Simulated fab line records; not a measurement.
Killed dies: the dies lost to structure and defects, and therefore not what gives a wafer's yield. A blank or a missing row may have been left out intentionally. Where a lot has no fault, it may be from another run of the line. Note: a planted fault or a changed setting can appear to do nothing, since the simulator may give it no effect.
Which tool was responsible? + flow ritCmos + 6 lots with 18 wafers sampled at 2 steps, on a route of 202 steps

WHAT EACH GAUGE READ, for each wafer
RIT_ACTIVE_CD_MEAS_11: target cd 1400 nm.
| lot  | measured    | on       | cdNm (nm)            |
|------|-------------|----------|----------------------|
| L647 | day 1 20:36 | cdSem-01 | 1399.2 1398.4 1397.5 |
| L650 | day 2 11:05 | cdSem-02 | 1401.9 1402.8 1402.3 |
| L655 | day 3 13:50 | cdSem-01 | 1552.5 1551.7 1552.6 |
| L664 | day 5 08:49 | cdSem-01 | 1398.4 1399.5 1398.6 |
| L666 | day 5 22:18 | cdSem-02 | 1395.5 1393.4 1394.3 |
| L668 | day 6 05:15 | cdSem-01 | 1401.0 1401.5 1401.4 |

WHAT TOOL EACH LOT RAN ON (gives the tool, then ch and the chambers of the sampled wafers, and finally the start)
| lot  | RIT_ACTIVE_EXPOSE_08              |
|------|-----------------------------------|
| L647 | ilineStepper-02 ch 0, day 1 20:12 |
| L650 | ilineStepper-02 ch 0, day 2 10:41 |
| L655 | ilineStepper-02 ch 0, day 3 13:26 |
| L664 | ilineStepper-02 ch 0, day 5 08:25 |
| L666 | ilineStepper-02 ch 0, day 5 21:54 |
| L668 | ilineStepper-02 ch 0, day 6 04:51 |
- RIT_ACTIVE_EXPOSE_08: exposes mask M1, target cd 1400 nm.

THE ANSWER, worked out from the rows above alone
Rule: the usual values come from the lots themselves. Put in order of their means at a reading, lots are off if they are a third of the lots or fewer, leave a main group of 4 or more, and stand apart from it by a gap of 3 or more times the standard deviation of the main group's means; of several such gaps the widest counts. Not used: any main group whose means are identical at the precision the tables above print for the reading. A lot without any number at a reading at which 4 lots or more have one is off too. Any other lot the step has rows for is counted as sound.
Off: L655, at RIT_ACTIVE_CD_MEAS_11 (cdNm). Main group: mean 1399.0 nm, sd 2.8.
If a tool, at a process step before that reading, ran all the lots that are off and no sound lot after the first of them, it fits. The gauges at RIT_ACTIVE_CD_MEAS_11 are tried like those tools. Not one of the candidates tried fits.

WHAT HAD BEEN PUT IN BY THE SIMULATOR
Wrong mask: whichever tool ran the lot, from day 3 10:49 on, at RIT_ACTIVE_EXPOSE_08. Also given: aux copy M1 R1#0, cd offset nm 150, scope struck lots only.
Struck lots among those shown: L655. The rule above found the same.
